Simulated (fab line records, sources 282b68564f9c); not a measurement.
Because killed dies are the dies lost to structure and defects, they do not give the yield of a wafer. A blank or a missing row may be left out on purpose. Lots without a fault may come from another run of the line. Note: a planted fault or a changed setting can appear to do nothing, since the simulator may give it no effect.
fab line records ; flow rit_cmos
[record] lots = 5; wafers = 27
route steps=202 shown ACTIVE@4 GATE@84 SPACER@130 NSD@131 PSD@151 SDANNEAL@153 CONTACT@168 M1@202
start_h: hours from the record's first day to the start of the lot's first wafer shown ; wait_h: how many hours have passed since the lot's step before this one ; " repeats the value in the row above ; L1.1+2: several wafers, shown together as one row ; - no value, or no start was given ; * or withheld: withheld ; < > ~ a bound
route shown NAME@n: names a module that has steps shown in the file, with the first one's number in the route ; usual: mean/standard deviation of fault-free wafers ; same: alike in all rows ; chamber/n: place in a boat ; sites: the reading at each site ; _std_site: standard deviation of those values ; _edge_site: the outer-site mean with the inner-site mean subtracted ; radius_mm: for every site, how far away it sits from the centre of the wafer ; mask NAME#n: copy n ; behind: the tool/chamber that last shaped the wafer ; hold: what put the lot on hold/how long, in hours/how the hold closed ; device: the transistor (n, p or np) that didn't switch ; end of line: the same wafers' tests at the end of the route ; where a step has no rows: the recipe by itself ; killed: dies that structure and defects cost at the first sort, which is not the same as the wafer's yield ; map: the dies of a wafer, with x for killed, . for not killed, _ for no die there
set.NAME: setting as actually run; set.NAME@STEP: the setting as run at that earlier step ; model.NAME: the simulator's own value behind a step, which no gauge read
lots run with intentionally changed settings; tables by step, rows by wafer
[[steps]]
[step RIT_ACTIVE_CVD_03]
[recipe] material = Si3N4; target_thk_nm = 150; temp_c = 810; precursor = SiH2Cl2/NH3; time_s = 1500; pressure_mtorr = 300; sih2cl2_flow_sccm = 60; nh3_flow_sccm = 150
lot.wafer;tool;chamber;start_h;wait_h;set.time_s;model.Si3N4_of_ACTIVE_CVD_03.thk_nm
L074.1;-;-;-;0.1;1500;150.5
L074.2;-;-;-;0.1;1500;152.4
L074.3;-;-;-;0.1;1500;152.8
L074.4;-;-;-;0.1;1500;152.3
L074.5;-;-;-;0.1;1500;151.5
L074.6;-;-;-;0.1;1500;150.6
L075.1;-;-;-;0.1;661.1;70.4
L075.2;-;-;-;0.1;661.1;69.76
L075.3;-;-;-;0.1;661.1;70.73
L075.4;-;-;-;0.1;661.1;70.96
L075.5;-;-;-;0.1;661.1;68.83
L075.6;-;-;-;0.1;661.1;69.34
L076.1;-;-;-;0.1;1500;150.8
L076.2;-;-;-;0.1;1500;150
L076.3;-;-;-;0.1;1500;149
L076.4;-;-;-;0.1;1500;149.4
L076.5;-;-;-;0.1;1500;148.8
L076.6;-;-;-;0.1;1500;149.8
L080.1;-;-;-;0.1;645.7;64.58
L080.2;-;-;-;0.1;645.7;66.12
L080.3;-;-;-;0.1;645.7;65.21
L080.4;-;-;-;0.1;645.7;64.76
L080.5;-;-;-;0.1;645.7;64.88
L080.6;-;-;-;0.1;645.7;64.94
L082.3;lpcvd-02;0;52.13;0.0;1500;150.8
L082.4;lpcvd-02;0;52.13;0.0;1500;149.4
L082.6;lpcvd-02;0;52.13;0.0;1500;148.1
[step RIT_ACTIVE_THK_MEAS_04]
[recipe] reads = Si3N4_of_ACTIVE_CVD_03
[usual] ACTIVE_NITRIDE_THK = 150.4/1.7
lot.wafer;tool;chamber;start_h;wait_h;set.time_s@ACTIVE_CVD_03;ACTIVE_NITRIDE_THK[nm]
L074.1;film_metro-01;-;-;-;1500;150.6
L074.2;film_metro-01;-;-;-;1500;152.4
L074.3;film_metro-01;-;-;-;1500;152.7
L074.4;film_metro-01;-;-;-;1500;152.3
L074.5;film_metro-01;-;-;-;1500;151.5
L074.6;film_metro-01;-;-;-;1500;150.6
L075.1;film_metro-01;-;-;-;661.1;70.4
L075.2;film_metro-01;-;-;-;661.1;69.7
L075.3;film_metro-01;-;-;-;661.1;70.8
L075.4;film_metro-01;-;-;-;661.1;71.0
L075.5;film_metro-01;-;-;-;661.1;68.8
L075.6;film_metro-01;-;-;-;661.1;69.4
L076.1;film_metro-03;-;-;-;1500;150.8
L076.2;film_metro-03;-;-;-;1500;150.0
L076.3;film_metro-03;-;-;-;1500;149.0
L076.4;film_metro-03;-;-;-;1500;149.2
L076.5;film_metro-03;-;-;-;1500;148.7
L076.6;film_metro-03;-;-;-;1500;149.7
L080.1;film_metro-02;-;-;-;645.7;64.6
L080.2;film_metro-02;-;-;-;645.7;66.1
L080.3;film_metro-02;-;-;-;645.7;65.2
L080.4;film_metro-02;-;-;-;645.7;64.7
L080.5;film_metro-02;-;-;-;645.7;64.9
L080.6;film_metro-02;-;-;-;645.7;64.9
L082.3;film_metro-01;-;53.57;0.0;1500;150.8
L082.4;film_metro-01;-;53.57;0.0;1500;149.4
L082.6;film_metro-01;-;53.57;0.0;1500;148.0
[step RIT_ACTIVE_HMDS_05]
[recipe] prime_time_s = 60; prime_temp_c = 140
[step RIT_ACTIVE_COAT_06]
[recipe] resist = NOVOLAK; spin_rpm = 3250; resist_thk_nm = 1000
[step RIT_ACTIVE_HARDBAKE_12]
[recipe] resist = NOVOLAK; temp_c = 140; time_s = 60
[step RIT_ACTIVE_ETCH_13]
[recipe] stop_on = SiO2; chemistry = SF6; target = Si3N4; time_s = 210; over_etch_frac = 0.4; SF6_flow_sccm = 200; pressure_mtorr = 260; rf_w = 125; target_depth_a = 2100
[usual] oes_product_au = 0.822/0.011
lot.wafer;tool;chamber;start_h;wait_h;set.time_s@ACTIVE_CVD_03;oes_product_au;model.etch.depth_nm
L074.1;rie_diel-04;3;14.83;0.1;1500;0.818;150.5
L074.2;rie_diel-04;1;14.83;0.1;1500;0.832;152.4
L074.3;rie_diel-04;2;14.83;0.1;1500;0.810;152.8
L074.4;rie_diel-04;0;14.83;0.1;1500;0.852;152.3
L074.5;rie_diel-04;2;14.83;0.1;1500;0.817;151.5
L074.6;rie_diel-04;1;14.83;0.1;1500;0.833;150.6
L075.1;rie_diel-03;1;21.54;0.1;661.1;0.580;70.4
L075.2;rie_diel-03;2;21.54;0.1;661.1;0.570;69.76
L075.3;rie_diel-03;0;21.54;0.1;661.1;0.591;70.73
L075.4;rie_diel-03;3;21.54;0.1;661.1;0.569;70.96
L075.5;rie_diel-03;0;21.54;0.1;661.1;0.595;68.83
L075.6;rie_diel-03;1;21.54;0.1;661.1;0.575;69.34
L076.1;rie_diel-01;1;25.67;0.1;1500;0.822;150.8
L076.2;rie_diel-01;0;25.67;0.1;1500;0.823;150
L076.3;rie_diel-01;3;25.67;0.1;1500;0.816;149
L076.4;rie_diel-01;2;25.67;0.1;1500;0.820;149.4
L076.5;rie_diel-01;0;25.67;0.1;1500;0.805;148.8
L076.6;rie_diel-01;1;25.67;0.1;1500;0.812;149.8
L080.1;rie_diel-04;2;47.79;0.1;645.7;0.567;64.58
L080.2;rie_diel-04;0;47.79;0.1;645.7;0.586;66.12
L080.3;rie_diel-04;3;47.79;0.1;645.7;0.573;65.21
L080.4;rie_diel-04;1;47.79;0.1;645.7;0.572;64.76
L080.5;rie_diel-04;0;47.79;0.1;645.7;0.581;64.88
L080.6;rie_diel-04;1;47.79;0.1;645.7;0.577;64.94
L082.3;rie_diel-01;1;54.90;0.1;1500;0.824;150.8
L082.4;rie_diel-01;2;54.90;0.1;1500;0.820;149.4
L082.6;rie_diel-01;2;54.90;0.1;1500;0.824;148.1
[step RIT_GATE_CVD_08]
[recipe] material = poly-Si; target_thk_nm = 250; temp_c = 610; precursor = SiH4; time_s = 2220; pressure_mtorr = 300; sih4_flow_sccm = 100
lot.wafer;tool;chamber;start_h;wait_h;set.time_s;model.poly-Si_of_GATE_CVD_08.thk_nm
L074.1;-;-;-;0.9;3319;375.9
L074.2;-;-;-;0.9;3319;373.4
L074.3;-;-;-;0.9;3319;375.3
L074.4;-;-;-;0.9;3319;373.7
L074.5;-;-;-;0.9;3319;375
L074.6;-;-;-;0.9;3319;374.6
L075.1;-;-;-;0.1;2220;252
L075.2;-;-;-;0.1;2220;251.1
L075.3;-;-;-;0.1;2220;252.7
L075.4;-;-;-;0.1;2220;253.6
L075.5;-;-;-;0.1;2220;250.8
L075.6;-;-;-;0.1;2220;254
L076.1;-;-;-;0.1;3379;375.1
L076.2;-;-;-;0.1;3379;376.6
L076.3;-;-;-;0.1;3379;375.6
L076.4;-;-;-;0.1;3379;378
L076.5;-;-;-;0.1;3379;374.6
L076.6;-;-;-;0.1;3379;375.7
L080.1;-;-;-;0.1;1390;155.9
L080.2;-;-;-;0.1;1390;154.2
L080.3;-;-;-;0.1;1390;154.6
L080.4;-;-;-;0.1;1390;154.9
L080.5;-;-;-;0.1;1390;153.3
L080.6;-;-;-;0.1;1390;154
L082.3;lpcvd-02;1;79.84;0.0;2220;249
L082.4;lpcvd-02;1;79.84;0.0;2220;248.5
L082.6;lpcvd-02;1;79.84;0.0;2220;247.3
[step RIT_GATE_THK_MEAS_09]
[recipe] reads = poly-Si_of_GATE_CVD_08
[usual] GATE_POLY_THK = 249.7/2.5
lot.wafer;tool;chamber;start_h;wait_h;set.time_s@GATE_CVD_08;GATE_POLY_THK[nm]
L074.1;film_metro-04;-;-;-;3319;375.7
L074.2;film_metro-04;-;-;-;3319;373.6
L074.3;film_metro-04;-;-;-;3319;375.4
L074.4;film_metro-04;-;-;-;3319;373.7
L074.5;film_metro-04;-;-;-;3319;374.8
L074.6;film_metro-04;-;-;-;3319;374.5
L075.1;film_metro-03;-;-;-;2220;252.0
L075.2;film_metro-03;-;-;-;2220;251.2
L075.3;film_metro-03;-;-;-;2220;252.6
L075.4;film_metro-03;-;-;-;2220;253.7
L075.5;film_metro-03;-;-;-;2220;250.9
L075.6;film_metro-03;-;-;-;2220;254.2
L076.1;film_metro-04;-;-;-;3379;375.2
L076.2;film_metro-04;-;-;-;3379;376.5
L076.3;film_metro-04;-;-;-;3379;375.7
L076.4;film_metro-04;-;-;-;3379;378.0
L076.5;film_metro-04;-;-;-;3379;374.5
L076.6;film_metro-04;-;-;-;3379;375.8
L080.1;film_metro-02;-;-;-;1390;155.8
L080.2;film_metro-02;-;-;-;1390;154.2
L080.3;film_metro-02;-;-;-;1390;154.6
L080.4;film_metro-02;-;-;-;1390;155.1
L080.5;film_metro-02;-;-;-;1390;153.3
L080.6;film_metro-02;-;-;-;1390;154.1
L082.3;film_metro-04;-;81.47;0.0;2220;248.8
L082.4;film_metro-04;-;81.47;0.0;2220;248.4
L082.6;film_metro-04;-;81.47;0.0;2220;247.3
[step RIT_GATE_HMDS_10]
[recipe] prime_time_s = 60; prime_temp_c = 140
[step RIT_GATE_COAT_11]
[recipe] resist = NOVOLAK; spin_rpm = 4250; resist_thk_nm = 850
[step RIT_GATE_HARDBAKE_18]
[recipe] resist = NOVOLAK; temp_c = 140; time_s = 60
[step RIT_GATE_ETCH_19]
[recipe] chemistry = SF6/CHF3/O2; time_s = 165; SF6_flow_sccm = 30; CHF3_flow_sccm = 30; O2_flow_sccm = 5; target = poly-Si; pressure_mtorr = 40; rf_w = 160; target_depth_a = 3125; over_etch_frac = 0.25; stop_on = SiO2
[usual] oes_product_au = 0.853/0.0096
lot.wafer;tool;chamber;start_h;wait_h;set.time_s@GATE_CVD_08;oes_product_au;model.etch.depth_nm;model.GATE.feature_depth_nm
L074.1;rie_si-01;1;39.00;0.1;3319;1.002;310.6;310.6
L074.2;rie_si-01;2;39.00;0.1;3319;1.016;308.5;308.5
L074.3;rie_si-01;3;39.00;0.1;3319;1.006;313.7;313.7
L074.4;rie_si-01;0;39.00;0.1;3319;1.029;318.5;318.5
L074.5;rie_si-01;1;39.00;0.1;3319;0.997;311.4;311.4
L074.6;rie_si-01;2;39.00;0.1;3319;1.011;305.8;305.8
L075.1;rie_si-02;3;47.67;0.1;2220;0.863;252;252
L075.2;rie_si-02;2;47.67;0.1;2220;0.866;251.1;251.1
L075.3;rie_si-02;1;47.67;0.1;2220;0.857;252.7;252.7
L075.4;rie_si-02;0;47.67;0.1;2220;0.852;253.6;253.6
L075.5;rie_si-02;1;47.67;0.1;2220;0.851;250.8;250.8
L075.6;rie_si-02;0;47.67;0.1;2220;0.854;254;254
L076.1;rie_si-01;2;53.03;0.1;3379;1.021;310.7;310.7
L076.2;rie_si-01;0;53.03;0.1;3379;1.035;320.2;320.2
L076.3;rie_si-01;3;53.03;0.1;3379;1.000;315.5;315.5
L076.4;rie_si-01;1;53.03;0.1;3379;1.013;314.2;314.2
L076.5;rie_si-01;0;53.03;0.1;3379;1.026;319.9;319.9
L076.6;rie_si-01;1;53.03;0.1;3379;1.003;312;312
L080.1;rie_si-01;2;71.61;0.1;1390;0.633;155.9;155.9
L080.2;rie_si-01;0;71.61;0.1;1390;0.622;154.2;154.2
L080.3;rie_si-01;1;71.61;0.1;1390;0.608;154.6;154.6
L080.4;rie_si-01;3;71.61;0.1;1390;0.620;154.9;154.9
L080.5;rie_si-01;3;71.61;0.1;1390;0.613;153.3;153.3
L080.6;rie_si-01;2;71.61;0.1;1390;0.636;154;154
L082.3;rie_si-01;0;82.79;0.1;2220;0.856;249;249
L082.4;rie_si-01;1;82.79;0.1;2220;0.846;248.5;248.5
L082.6;rie_si-01;0;82.79;0.1;2220;0.846;247.3;247.3
[step RIT_SPACER_ETCHBACK_05]
[recipe] target_depth_a = 2500; SF6_flow_sccm = 30; CHF3_flow_sccm = 30; target = Si3N4; chemistry = SF6/CHF3; pressure_mtorr = 40; rf_w = 250; time_s = 240; stop_on = SiO2
lot.wafer;tool;chamber;start_h;wait_h;set.time_s;set.time_s@GATE_CVD_08;model.poly-Si_of_GATE_CVD_08.thk_nm;model.etch.depth_nm;model.Si3N4_of_SPACER_CVD_03.thk_nm
L074.1;rie_diel-02;1;48.56;0.1;240;3319;294.2;253.4;199.4
L074.2;rie_diel-02;2;48.56;0.1;240;3319;289.7;250.2;195.2
L074.3;rie_diel-02;3;48.56;0.1;240;3319;293.7;252.4;198.6
L074.4;rie_diel-02;0;48.56;0.1;240;3319;290.2;250.7;195.8
L074.5;rie_diel-02;3;48.56;0.1;240;3319;292.9;252;197.9
L074.6;rie_diel-02;0;48.56;0.1;240;3319;290.9;251.8;196.5
L075.1;rie_diel-03;3;56.67;0.1;240;2220;171.7;246.2;194.9
L075.2;rie_diel-03;2;56.67;0.1;347.8;2220;140.9;249.7;173
L075.3;rie_diel-03;1;56.67;0.1;240;2220;170;245.5;192.3
L075.4;rie_diel-03;0;56.67;0.1;347.8;2220;140;247.1;168.5
L075.5;rie_diel-03;2;56.67;0.1;347.8;2220;140.2;251.1;173.6
L075.6;rie_diel-03;1;56.67;0.1;240;2220;171.6;248.6;195.1
L076.1;rie_diel-02;1;61.76;0.1;146.6;3379;319.1;185.3;217.8
L076.2;rie_diel-02;3;61.76;0.1;240;3379;296;251.4;198.7
L076.3;rie_diel-02;2;61.76;0.1;146.6;3379;318.6;190.4;216.9
L076.4;rie_diel-02;0;61.76;0.1;240;3379;295.2;250.5;196.2
L076.5;rie_diel-02;0;61.76;0.1;240;3379;291.4;249.8;195.3
L076.6;rie_diel-02;3;61.76;0.1;146.6;3379;319.6;185.9;218.6
L080.1;rie_diel-03;3;80.26;0.1;240;1390;73.97;252.6;198.6
L080.2;rie_diel-03;0;80.26;0.1;372;1390;49.25;251;165.5
L080.3;rie_diel-03;1;80.26;0.1;372;1390;49.41;248.7;166.3
L080.4;rie_diel-03;2;80.26;0.1;240;1390;73.94;250.5;197.7
L080.5;rie_diel-03;2;80.26;0.1;240;1390;71.92;252.2;198.7
L080.6;rie_diel-03;3;80.26;0.1;372;1390;49.19;251.7;169.1
L082.3;rie_diel-03;3;91.78;0.0;240;2220;166.5;243.6;191.1
L082.4;rie_diel-03;2;91.78;0.0;240;2220;166.4;243.3;191.1
L082.6;rie_diel-03;2;91.78;0.0;240;2220;165.3;245;192.6
[step RIT_NSD_HMDS_00]
[recipe] prime_time_s = 60; prime_temp_c = 140
[step RIT_NSD_COAT_01]
[recipe] resist = NOVOLAK; spin_rpm = 3250; resist_thk_nm = 1000
[step RIT_PSD_STRIP_09]
[recipe] chemistry = O2; time_s = 180; resist = NOVOLAK; platen_temp_c = withheld; power_w = 500; pressure_mtorr = 4000; o2_flow_sccm = 4000
[step RIT_SDANNEAL_CLEAN_00]
[recipe] chemistry = SC1; mix = 3:3:50; time_s = 600; temp_c = 75
lot.wafer;tool;chamber;start_h;wait_h;set.time_s@SPACER_ETCHBACK_05;model.SiO2_of_FOX2_OXIDATION_00.thk_nm
L074.1;wet_bench-02;2;51.74;0.1;240;177.3
L074.2;wet_bench-02;2;51.74;0.1;240;180
L074.3;wet_bench-02;2;51.74;0.1;240;189.9
L074.4;wet_bench-02;2;51.74;0.1;240;182.5
L074.5;wet_bench-02;2;51.74;0.1;240;184.6
L074.6;wet_bench-02;2;51.74;0.1;240;179.6
L075.1;wet_bench-03;0;59.68;0.1;240;187.9
L075.2;wet_bench-03;0;59.68;0.1;347.8;163.4
L075.3;wet_bench-03;0;59.68;0.1;240;188.3
L075.4;wet_bench-03;0;59.68;0.1;347.8;162.2
L075.5;wet_bench-03;0;59.68;0.1;347.8;165.2
L075.6;wet_bench-03;0;59.68;0.1;240;190.8
L076.1;wet_bench-03;0;65.00;0.1;146.6;201.9
L076.2;wet_bench-03;0;65.00;0.1;240;180.9
L076.3;wet_bench-03;0;65.00;0.1;146.6;201.8
L076.4;wet_bench-03;0;65.00;0.1;240;176.7
L076.5;wet_bench-03;0;65.00;0.1;240;182.3
L076.6;wet_bench-03;0;65.00;0.1;146.6;196.7
L080.1;wet_bench-03;0;83.37;0.1;240;191.4
L080.2;wet_bench-03;0;83.37;0.1;372;157.4
L080.3;wet_bench-03;0;83.37;0.1;372;158.6
L080.4;wet_bench-03;0;83.37;0.1;240;189.6
L080.5;wet_bench-03;0;83.37;0.1;240;189.8
L080.6;wet_bench-03;0;83.37;0.1;372;160.6
L082.3;wet_bench-03;0;94.97;0.0;240;185.4
L082.4;wet_bench-03;0;94.97;0.0;240;175.9
L082.6;wet_bench-03;0;94.97;0.0;240;192.2
[step RIT_CONTACT_CVD_00]
[recipe] material = SiO2; target_thk_nm = 400; precursor = TEOS; temp_c = 390; time_s = 61; rf_w = 400
lot.wafer;tool;chamber;start_h;wait_h;set.time_s;model.SiO2_of_CONTACT_CVD_00.thk_nm
L074.1;pecvd-02;2;53.23;0.1;34;218.5
L074.2;pecvd-02;0;53.23;0.1;34;223.4
L074.3;pecvd-02;1;53.23;0.1;61;394.2
L074.4;pecvd-02;1;53.23;0.1;34;228
L074.5;pecvd-02;0;53.23;0.1;61;404.8
L074.6;pecvd-02;2;53.23;0.1;61;400.2
L075.1;pecvd-04;0;61.16;0.1;61;389.7
L075.2;pecvd-04;2;61.16;0.1;61;394.5
L075.3;pecvd-04;1;61.16;0.1;35.46;226.7
L075.4;pecvd-04;2;61.16;0.1;35.46;233.6
L075.5;pecvd-04;0;61.16;0.1;61;400.1
L075.6;pecvd-04;1;61.16;0.1;35.46;233.5
L076.1;pecvd-02;2;66.67;0.1;61;391.5
L076.2;pecvd-02;1;66.67;0.1;61;398.3
L076.3;pecvd-02;0;66.67;0.1;81.35;531.5
L076.4;pecvd-02;2;66.67;0.1;61;400.5
L076.5;pecvd-02;0;66.67;0.1;81.35;533.7
L076.6;pecvd-02;1;66.67;0.1;81.35;539.8
L080.1;pecvd-01;0;84.81;0.1;61;394.8
L080.2;pecvd-01;2;84.81;0.1;49.09;326.2
L080.3;pecvd-01;1;84.81;0.1;61;396.9
L080.4;pecvd-01;0;84.81;0.1;61;404.4
L080.5;pecvd-01;2;84.81;0.1;49.09;328.6
L080.6;pecvd-01;1;84.81;0.1;49.09;326.8
L082.3;pecvd-02;0;96.44;0.0;61;388.5
L082.4;pecvd-02;1;96.44;0.0;61;399.2
L082.6;pecvd-02;0;96.44;0.0;61;396.5
[step RIT_CONTACT_THK_MEAS_01]
[recipe] reads = SiO2_of_CONTACT_CVD_00
[usual] CONTACT_TEOS_THK = 397/4.7
lot.wafer;tool;chamber;start_h;wait_h;set.time_s@CONTACT_CVD_00;CONTACT_TEOS_THK[nm]
L074.1;film_metro-01;-;53.28;0.0;34;219
L074.2;film_metro-01;-;53.28;0.0;34;223
L074.3;film_metro-01;-;53.28;0.0;61;394
L074.4;film_metro-01;-;53.28;0.0;34;228
L074.5;film_metro-01;-;53.28;0.0;61;405
L074.6;film_metro-01;-;53.28;0.0;61;401
L075.1;film_metro-04;-;61.21;0.0;61;390
L075.2;film_metro-04;-;61.21;0.0;61;395
L075.3;film_metro-04;-;61.21;0.0;35.46;227
L075.4;film_metro-04;-;61.21;0.0;35.46;234
L075.5;film_metro-04;-;61.21;0.0;61;400
L075.6;film_metro-04;-;61.21;0.0;35.46;233
L076.1;film_metro-04;-;66.72;0.0;61;391
L076.2;film_metro-04;-;66.72;0.0;61;398
L076.3;film_metro-04;-;66.72;0.0;81.35;531
L076.4;film_metro-04;-;66.72;0.0;61;401
L076.5;film_metro-04;-;66.72;0.0;81.35;534
L076.6;film_metro-04;-;66.72;0.0;81.35;540
L080.1;film_metro-02;-;84.86;0.0;61;395
L080.2;film_metro-02;-;84.86;0.0;49.09;326
L080.3;film_metro-02;-;84.86;0.0;61;397
L080.4;film_metro-02;-;84.86;0.0;61;404
L080.5;film_metro-02;-;84.86;0.0;49.09;329
L080.6;film_metro-02;-;84.86;0.0;49.09;327
L082.3;film_metro-01;-;96.51;0.0;61;389
L082.4;film_metro-01;-;96.51;0.0;61;399
L082.6;film_metro-01;-;96.51;0.0;61;396
[step RIT_M1_PROBE_99]
lot.wafer;tool;chamber;start_h;wait_h;set.time_s@GATE_CVD_08;model.etest.nldd.line_ohm_um;model.etest.nldd.rs_ohm_sq
L074.1+2+3+4+5+6;prober-01;-;59.50;0.1;3319;-;-
L075.1;prober-01;-;67.52;0.1;2220;125.4;370.3
L075.2;prober-01;-;67.57;0.1;2220;109.5;357.5
L075.4;prober-01;-;67.67;0.2;2220;72.58;237.8
L075.5;prober-01;-;67.72;0.2;2220;108.7;359.5
L075.6;prober-01;-;67.77;0.2;2220;124.8;372.7
L076.1+2+3+4+5+6;prober-02;-;73.41;0.1;3379;-;-
L080.2;prober-02;-;91.31;0.1;1390;1.349;4.48
L080.3;prober-02;-;91.36;0.2;1390;1.335;4.377
L080.6;prober-02;-;91.51;0.2;1390;1.31;4.397
L082.3;prober-02;-;103.43;0.2;2220;124.3;392.1
L082.4;prober-02;-;103.48;0.2;2220;121.8;386.2
L082.6;prober-02;-;103.58;0.2;2220;120.6;379.4
// killed by level:class
L082.3 GATE:geometric_particle:short=5 REOX:geometric_particle:open=2 GATE:geometric_particle:open=1
L082.4 GATE:geometric_particle:open=2 REOX:geometric_particle:open=2 SPACER:geometric_particle:open=1
L082.6 GATE:geometric_particle:open=2 SILICIDE:geometric_particle:short=2 CONTACT:geometric_particle:short=2 GATE:geometric_particle:short=1
[[key]]
[split] step = RIT_ACTIVE_CVD_03; setting = time_s; stated = 1500; by = lot
[response] step = RIT_ACTIVE_CVD_03; reading = model.Si3N4_of_ACTIVE_CVD_03.thk_nm; change = +1.47; per = 1%; r = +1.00
[response] step = RIT_ACTIVE_THK_MEAS_04; reading = ACTIVE_NITRIDE_THK; change = +1.47; per = 1%; r = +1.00
[response] step = RIT_ACTIVE_ETCH_13; reading = oes_product_au; change = +0.00432; per = 1%; r = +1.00
[response] step = RIT_ACTIVE_ETCH_13; reading = model.etch.depth_nm; change = +1.47; per = 1%; r = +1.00
[split] step = RIT_GATE_CVD_08; setting = time_s; stated = 2220; by = lot
[response] step = RIT_GATE_CVD_08; reading = model.poly-Si_of_GATE_CVD_08.thk_nm; change = +2.49; per = 1%; r = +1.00
[response] step = RIT_GATE_THK_MEAS_09; reading = GATE_POLY_THK; change = +2.49; per = 1%; r = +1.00
[response] step = RIT_GATE_ETCH_19; reading = oes_product_au; change = +0.00418; per = 1%; r = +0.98
[response] step = RIT_GATE_ETCH_19; reading = model.etch.depth_nm; change = +1.69; per = 1%; r = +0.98
[response] step = RIT_GATE_ETCH_19; reading = model.GATE.feature_depth_nm; change = +1.69; per = 1%; r = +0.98
[response] step = RIT_SPACER_ETCHBACK_05; reading = model.poly-Si_of_GATE_CVD_08.thk_nm; change = +2.71; per = 1%; r = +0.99
[response] step = RIT_M1_PROBE_99; reading = model.etest.nldd.rs_ohm_sq; change = +9.43; per = 1%; r = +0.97
[response] step = RIT_M1_PROBE_99; reading = model.etest.nldd.line_ohm_um; change = +3; per = 1%; r = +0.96
[split] step = RIT_SPACER_ETCHBACK_05; setting = time_s; stated = 240; by = wafer
[response] step = RIT_SPACER_ETCHBACK_05; reading = model.etch.depth_nm; shape = bent; at_lowest = 187.2; at_stated = 249.4; at_highest = 250.5
[response] step = RIT_SPACER_ETCHBACK_05; reading = model.Si3N4_of_SPACER_CVD_03.thk_nm; change = -0.541; per = 1%; r = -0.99
[response] step = RIT_SDANNEAL_CLEAN_00; reading = model.SiO2_of_FOX2_OXIDATION_00.thk_nm; change = -0.557; per = 1%; r = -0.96
[split] step = RIT_CONTACT_CVD_00; setting = time_s; stated = 61; by = wafer
[response] step = RIT_CONTACT_CVD_00; reading = model.SiO2_of_CONTACT_CVD_00.thk_nm; change = +3.97; per = 1%; r = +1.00
[response] step = RIT_CONTACT_THK_MEAS_01; reading = CONTACT_TEOS_THK; change = +3.97; per = 1%; r = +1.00
